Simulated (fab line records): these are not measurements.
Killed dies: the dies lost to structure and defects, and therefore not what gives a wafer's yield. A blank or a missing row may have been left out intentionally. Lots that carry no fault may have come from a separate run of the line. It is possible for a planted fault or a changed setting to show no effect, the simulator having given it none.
A single fault, viewed from 2 desks || flow berkeleyCmos170 || each desk has only its own numbers; what lay behind them comes last

FROM THE METROLOGY DESK
Means of the sampled wafers that have a number, per lot and without regard to the tool the lot ran on: this is what the gauges read. If a lot's mean is further than 4 standard deviations from the usual mean, the lot is out of limits and carries the mark OUT (the distance appears in the brackets).
Columns: A = NSD_RS at UCB170_SDANNEAL_RS_MEAS_03, usual 37.26 ohm/sq; B = M2_OVL at UCB170_M2_OVL_MEAS_16, usual -2 nm; C = cdNm at UCB170_M2_CD_MEAS_90, usual 700.2 nm; D = V2_OVL at UCB170_V2_OVL_MEAS_13, usual -2 nm
{"lot": "L302", "first seen here": "day 7 20:17", "A": 37.20, "B": 0, "C": 700.4, "D": 4}
{"lot": "L304", "first seen here": "day 8 00:56", "A": 37.16, "B": -9, "C": 701.3, "D": -9}
{"lot": "L307", "first seen here": "day 8 04:25", "A": 37.19, "B": -2, "C": 697.0, "D": -6}
{"lot": "L305", "first seen here": "day 8 04:25", "A": 37.27, "B": -8, "C": 701.5, "D": -1}
{"lot": "L306", "first seen here": "day 8 07:46", "A": 37.12, "B": -3, "C": 700.8, "D": -1}
{"lot": "L308", "first seen here": "day 8 19:21", "A": 37.43, "B": -5, "C": 696.4, "D": -2}
{"lot": "L310", "first seen here": "day 8 19:23", "A": 37.29, "B": 1, "C": 702.3, "D": 3}
{"lot": "L311", "first seen here": "day 9 11:10", "A": 37.15, "B": 2, "C": 703.2, "D": -2}
{"lot": "L315", "first seen here": "day 10 19:47", "A": 37.27, "B": -3, "C": "686.3 (-5.4) OUT", "D": 2}
{"lot": "L316", "first seen here": "day 10 21:23", "A": 37.18, "B": 6, "C": 700.4, "D": -8}
{"lot": "L321", "first seen here": "day 11 17:15", "A": 37.40, "B": -4, "C": 698.5, "D": -4}
{"lot": "L323", "first seen here": "day 12 05:41", "A": 37.35, "B": -8, "C": 700.5, "D": -4}
{"lot": "L322", "first seen here": "day 12 05:43", "A": 37.35, "B": -5, "C": 701.3, "D": -1}
This desk finds L315 out of limits, L315 being first, at day 11 18:16 (cdNm at UCB170_M2_CD_MEAS_90). L302, L304, L307, L305, L306, L308, L310, L311, L316, L321, L323, L322 stayed within limits.

TOOL OWNER'S DESK, rieMetal-04
The tool's own readings at UCB170_M2_METAL_ETCH_18 (etches Al in Cl2/BCl3, stops on SiO2, target depth 1170 nm, time 195 s): means of the sampled wafers that have a number, for each lot that ran on this tool. If a lot's mean is further than 4 standard deviations from the usual mean, the lot is out of limits and carries the mark OUT (the distance appears in the brackets).
Columns: A = drypumpMotorCurrentA at UCB170_M2_METAL_ETCH_18, usual 5.7 A; B = oesProductAu at UCB170_M2_METAL_ETCH_18, usual 0.853 a.u.; C = throttleValvePct at UCB170_M2_METAL_ETCH_18, usual 24.35 %
{"lot": "L302", "first seen here": "day 8 20:34", "A": 5.9, "B": 0.870, "C": 24.32}
{"lot": "L308", "first seen here": "day 9 12:56", "A": 5.9, "B": 0.862, "C": 24.33}
{"lot": "L311", "first seen here": "day 10 04:25", "A": 6.3, "B": 0.861, "C": 24.17}
{"lot": "L315", "first seen here": "day 11 17:59", "A": 5.9, "B": 0.873, "C": 24.31}
This desk's verdict: no lot among the 4 shows anything out of limits.

ALL TOGETHER
At day 11 18:16 the metrology desk could have sounded an alarm, on L315.
Nothing out of limits was seen by the tool owner's desk.
The tool owner's desk has L315 on record, within its limits.
The lots listed all ran UCB170_M2_METAL_ETCH_18 on rieMetal-04.

WHAT THE SIMULATOR PUT IN
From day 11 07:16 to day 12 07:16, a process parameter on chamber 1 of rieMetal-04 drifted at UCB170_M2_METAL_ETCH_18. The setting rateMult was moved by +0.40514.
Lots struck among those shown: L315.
Hours from the fault's start to each desk's first reading out of limits: the metrology desk, 11.
